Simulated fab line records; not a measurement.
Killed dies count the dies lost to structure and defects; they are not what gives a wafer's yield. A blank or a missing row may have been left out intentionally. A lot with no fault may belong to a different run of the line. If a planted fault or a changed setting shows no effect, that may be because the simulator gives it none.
Which tool is to blame? / flow berkeley-cmos170 / 42 wafers sampled from 14 lots at 1 step of a route of 331

== WHAT EACH GAUGE READ, for each wafer ==
UCB170_V1_CD_MEAS_90 targets a cd of 700 nm.
lot=L269; measured=day 8 08:46; on=cd-sem-02; cd-nm (nm)=698.6 699.9 699.3
lot=L268; measured=day 8 12:15; on=cd-sem-02; cd-nm (nm)=696.9 698.0 698.7
lot=L272; measured=day 8 17:36; on=cd-sem-01; cd-nm (nm)=699.0 699.5 701.5
lot=L271; measured=day 8 19:56; on=cd-sem-01; cd-nm (nm)=700.3 703.4 699.2
lot=L270; measured=day 8 20:03; on=cd-sem-02; cd-nm (nm)=697.4 698.0 698.9
lot=L273; measured=day 10 05:05; on=cd-sem-01; cd-nm (nm)=701.8 701.7 699.8
lot=L274; measured=day 10 05:39; on=cd-sem-01; cd-nm (nm)=701.8 699.6 700.8
lot=L279; measured=day 10 21:19; on=cd-sem-01; cd-nm (nm)=700.2 699.6 700.3
lot=L283; measured=day 11 11:22; on=cd-sem-02; cd-nm (nm)=697.9 697.7 697.6
lot=L287; measured=day 12 14:36; on=cd-sem-01; cd-nm (nm)=700.4 698.7 701.0
lot=L288; measured=day 12 17:07; on=cd-sem-01; cd-nm (nm)=698.4 698.3 697.7
lot=L289; measured=day 13 06:18; on=cd-sem-01; cd-nm (nm)=700.1 703.1 702.4
lot=L290; measured=day 13 07:47; on=cd-sem-01; cd-nm (nm)=699.9 698.7 698.8
lot=L291; measured=day 13 09:26; on=cd-sem-01; cd-nm (nm)=700.4 702.1 700.3

== WHAT TOOL EACH LOT RAN ON (gives the tool, then ch and the chambers of the sampled wafers, and finally the start) ==
Record: no process step prior to these readings.

== AS READ BY THE TOOLS THEMSELVES (means over the sampled wafers that have a number; for cases with no such wafer, the mark the record gives instead) ==
The record holds no such reading with a usual standard deviation.

== THE ANSWER, worked out from the rows above alone ==
Rule: what is usual is taken from the lots themselves. The widest of any qualifying gaps counts: lots, ordered by their means at a reading, are off when they make up no more than a third of the lots, leave a main group of 4 or more, and stand apart from it by 3 or more times the standard deviation of that group's means. A main group whose means are all the same, to the digits that the tables above print for the reading, isn't used. A lot without any number at a reading at which 4 lots or more have one is off too. The other lots that the step has rows for count as sound. After the gauges, taken in route order, come the tools' own readings; for these a lot's mean is taken, as printed above. At the first step where some lot is off, the reading lying furthest off is the one used; lots without a number count as furthest.
No lot is off on any of the readings shown, so nothing can be concluded from this.

== WHAT WAS PUT IN BY THE SIMULATOR ==
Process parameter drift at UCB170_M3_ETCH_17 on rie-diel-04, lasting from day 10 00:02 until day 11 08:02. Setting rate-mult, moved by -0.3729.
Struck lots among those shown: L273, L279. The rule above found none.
